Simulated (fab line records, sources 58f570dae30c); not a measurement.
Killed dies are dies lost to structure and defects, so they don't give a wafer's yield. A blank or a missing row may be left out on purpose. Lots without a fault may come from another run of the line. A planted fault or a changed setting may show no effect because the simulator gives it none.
Which tool did it? | flow berkeley_cmos170 | 14 lots, 42 wafers sampled, at 1 step of a route of 331

WHAT THE GAUGES READ, wafer by wafer
The record holds no reading of a measuring or inspecting step that can be judged against a usual standard deviation.

WHICH TOOL RAN EACH LOT (tool, then ch and the chambers of the sampled wafers, then the start)
lot  | UCB170_SILICIDE_RTA_04
L926 | rtp_anneal-01 ch 0, day 7 10:23
L923 | rtp_anneal-02 ch 0, day 7 12:05
L925 | rtp_anneal-01 ch 0, day 7 12:14
L924 | rtp_anneal-02 ch 0, day 7 12:29
L927 | rtp_anneal-02 ch 0, day 7 16:44
L928 | rtp_anneal-01 ch 0, day 7 16:53
L930 | rtp_anneal-01 ch 0, day 8 11:55
L933 | rtp_anneal-02 ch 0, day 9 05:34
L934 | rtp_anneal-02 ch 0, day 9 11:59
L935 | rtp_anneal-01, day 9 12:28
L936 | rtp_anneal-01, day 9 17:46
L942 | rtp_anneal-02 ch 0, day 11 09:08
L945 | rtp_anneal-01 ch 0, day 11 19:32
L946 | rtp_anneal-02 ch 0, day 11 19:52
- UCB170_SILICIDE_RTA_04: time 15 s.

WHAT THE TOOLS THEMSELVES READ (means of the sampled wafers that have a number; where no wafer has one, the mark that the record gives instead)
UCB170_SILICIDE_RTA_04. Usual: anneal_temp_c_max 652.6, standard deviation 0.56; chamber_o2_ppm 1.997, standard deviation 0.019; lamp_power_pct 10.0 %, standard deviation 1.2; wafer_temp_C_max 652.5, standard deviation 0.58.
lot  | tool          | anneal_temp_c_max | chamber_o2_ppm | lamp_power_pct (%) | wafer_temp_C_max | flag
L926 | rtp_anneal-01 | 652.0             | 2.005          | 11.0               | 652.2            |
L923 | rtp_anneal-02 | 652.9             | 2.017          | 8.7                | 653.4            |
L925 | rtp_anneal-01 | 652.3             | 1.999          | 11.0               | 652.6            |
L924 | rtp_anneal-02 | 652.7             | 1.990          | 8.7                | 653.3            |
L927 | rtp_anneal-02 | 652.7             | 1.985          | 8.7                | 652.4            |
L928 | rtp_anneal-01 | 652.8             | 2.014          | 11.0               | 652.8            |
L930 | rtp_anneal-01 | 652.4             | 1.994          | 11.0               | 652.0            |
L933 | rtp_anneal-02 | 653.1             | 1.994          | 8.7                | 653.0            |
L934 | rtp_anneal-02 | 653.0             | 2.014          | 8.7                | 652.5            |
L935 | rtp_anneal-01 | -                 | -              | -                  | -                | OFF
L936 | rtp_anneal-01 | -                 | -              | -                  | -                | OFF
L942 | rtp_anneal-02 | 652.9             | 2.006          | 8.7                | 652.3            |
L945 | rtp_anneal-01 | 652.2             | 1.992          | 11.0               | 652.6            |
L946 | rtp_anneal-02 | 653.4             | 2.012          | 8.7                | 653.2            |

THE ANSWER, worked out from the rows above alone
Rule: a lot is off if the mean of its wafers that have a number lies more than 3 standard deviations from the usual mean. A lot without any number at a reading at which 4 lots or more have one is off too. The other lots that the step has rows for count as sound. The gauges are gone through in route order, then the tools' own readings, and for those a lot's mean is taken as printed above. The first step at which some lot is off is used, and at that step the reading that is off furthest; a lot without a number counts as furthest.
Off: L935, L936, at UCB170_SILICIDE_RTA_04 (anneal_temp_c_max). Without a number there: L935, L936.
A tool fits if, at that step or a process step before it, it ran every lot that is off, and no sound lot after the first of them. None of those tried fits.

WHAT THE SIMULATOR HAD PUT IN
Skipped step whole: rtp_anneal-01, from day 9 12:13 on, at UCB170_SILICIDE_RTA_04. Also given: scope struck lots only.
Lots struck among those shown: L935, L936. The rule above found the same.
